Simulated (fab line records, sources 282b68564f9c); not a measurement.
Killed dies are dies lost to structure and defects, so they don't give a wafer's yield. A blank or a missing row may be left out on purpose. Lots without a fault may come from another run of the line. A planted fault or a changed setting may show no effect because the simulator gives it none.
Split-lot experiment | flow rit_cmos | 5 lots, 23 wafers read, on a route of 202 steps

THE SPLIT
At RIT_NRETRO_COAT_01 (resist thk 1300 nm), the setting resist_thk_nm was moved away from the recipe's 1300 nm on 7 of the 23 wafers read, by -5.7% to +1.8%. The other wafers ran this setting at the recipe's value.

FROM THE SPLIT TO THE READING: what the file shows between them, 1 step
- RIT_NRETRO_DEVELOP_05: develop time 68 s (also split here: develop_time_s)

THE READING
NOVOLAK_of_NRETRO_COAT_01.thk_nm (the simulator's own value, which no gauge read), in nm, at RIT_NRETRO_HARDBAKE_07 (time 120 s). The file gives no usual value for it. The 16 wafers here that ran the recipe average 1137 nm, standard deviation 3.6 nm.

wafer  | tool, chamber at the split | resist_thk_nm as run, nm | against the recipe | NOVOLAK_of_NRETRO_COAT_01.thk_nm, nm | against lot-mates on the recipe
L074.1 | litho_track-04, 0          | 1323                     | +1.8%              | 1159                                 | +16
L074.2 | litho_track-04, 0          | 1300                     | recipe             | 1143                                 | -
L074.3 | litho_track-04, 0          | 1323                     | +1.8%              | 1161                                 | +18
L074.4 | litho_track-04, 0          | 1300                     | recipe             | 1145                                 | -
L074.5 | litho_track-04, 0          | 1300                     | recipe             | 1141                                 | -
L079.2 | litho_track-04, 0          | 1226                     | -5.7%              | 1073                                 | -65
L079.5 | litho_track-04, 0          | 1226                     | -5.7%              | 1073                                 | -65
L079.3 | litho_track-04, 0          | 1226                     | -5.7%              | 1072                                 | -66
L079.4 | litho_track-04, 0          | 1300                     | recipe             | 1141                                 | -
L079.6 | litho_track-04, 0          | 1300                     | recipe             | 1135                                 | -
L080.1 | litho_track-02, 0          | 1300                     | recipe             | 1136                                 | -
L080.3 | litho_track-02, 0          | 1300                     | recipe             | 1136                                 | -
L080.4 | litho_track-02, 0          | 1300                     | recipe             | 1136                                 | -
L080.2 | litho_track-02, 0          | 1300                     | recipe             | 1133                                 | -
L080.5 | litho_track-02, 0          | 1300                     | recipe             | 1133                                 | -
L081.1 | litho_track-02, 0          | 1300                     | recipe             | 1136                                 | -
L081.2 | litho_track-02, 0          | 1300                     | recipe             | 1136                                 | -
L081.3 | litho_track-02, 0          | 1260                     | -3.1%              | 1102                                 | -36
L081.5 | litho_track-02, 0          | 1260                     | -3.1%              | 1101                                 | -37
L081.6 | litho_track-02, 0          | 1300                     | recipe             | 1141                                 | -
L082.3 | litho_track-02, 0          | 1300                     | recipe             | 1135                                 | -
L082.4 | litho_track-02, 0          | 1300                     | recipe             | 1135                                 | -
L082.6 | litho_track-02, 0          | 1300                     | recipe             | 1133                                 | -

THE FIT
A straight line over all 23 wafers: NOVOLAK_of_NRETRO_COAT_01.thk_nm changes by +11.5 nm for each +1% of resist_thk_nm; r = +0.99; the points scatter about the line by 3.3 nm.
The same after taking each lot's own level away (the mean of its wafers on the recipe; 23 wafers): +11.3 nm for each +1%; r = +1.00; scatter 1.9 nm.
On that fit, the largest move of resist_thk_nm shifts the reading by 65 nm.
The lots' own levels span 1134.3 to 1143.0 nm, that is 2.4 times the standard deviation above.
So the lot-to-lot level changes the slope little: the two slopes agree.
Check: with one of the wafers moved furthest among these (-5.7%) left out of the fit, the line predicts -65.1 nm for it against its lot-mates. It came out at -65 nm against them.

OTHER SPLITS ON THESE WAFERS
These wafers also went through other splits before the reading. Each is held against what the fit with the lots' levels taken away leaves over:
other split on the same wafers       | wafers away from the commonest value | r with NOVOLAK_of_NRETRO_COAT_01.thk_nm (lot level and that fit taken away)
RIT_ACTIVE_COAT_06 spin_rpm          | 8                                    | +0.09
RIT_ACTIVE_EXPOSE_08 dose_mj         | 7                                    | -0.16
RIT_NRETRO_DEVELOP_05 develop_time_s | 8                                    | +0.12

THE WHOLE CHAIN: every reading that the file lists as answering this split, in the file's order
step                   | what it does       | reading                                                                           | change (the file's fit)              | r (the file's)
RIT_NRETRO_COAT_01     | resist thk 1300 nm | NOVOLAK_of_NRETRO_COAT_01.thk_nm (the simulator's own value, which no gauge read) | +13.3 nm for each +1% of the setting | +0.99
RIT_NRETRO_HARDBAKE_07 | time 120 s         | NOVOLAK_of_NRETRO_COAT_01.thk_nm (the simulator's own value, which no gauge read) | +11.4 nm for each +1% of the setting | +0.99

THE FILE'S OWN FIT
NOVOLAK_of_NRETRO_COAT_01.thk_nm changes by +11.4 nm for each +1% of resist_thk_nm, r = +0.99.
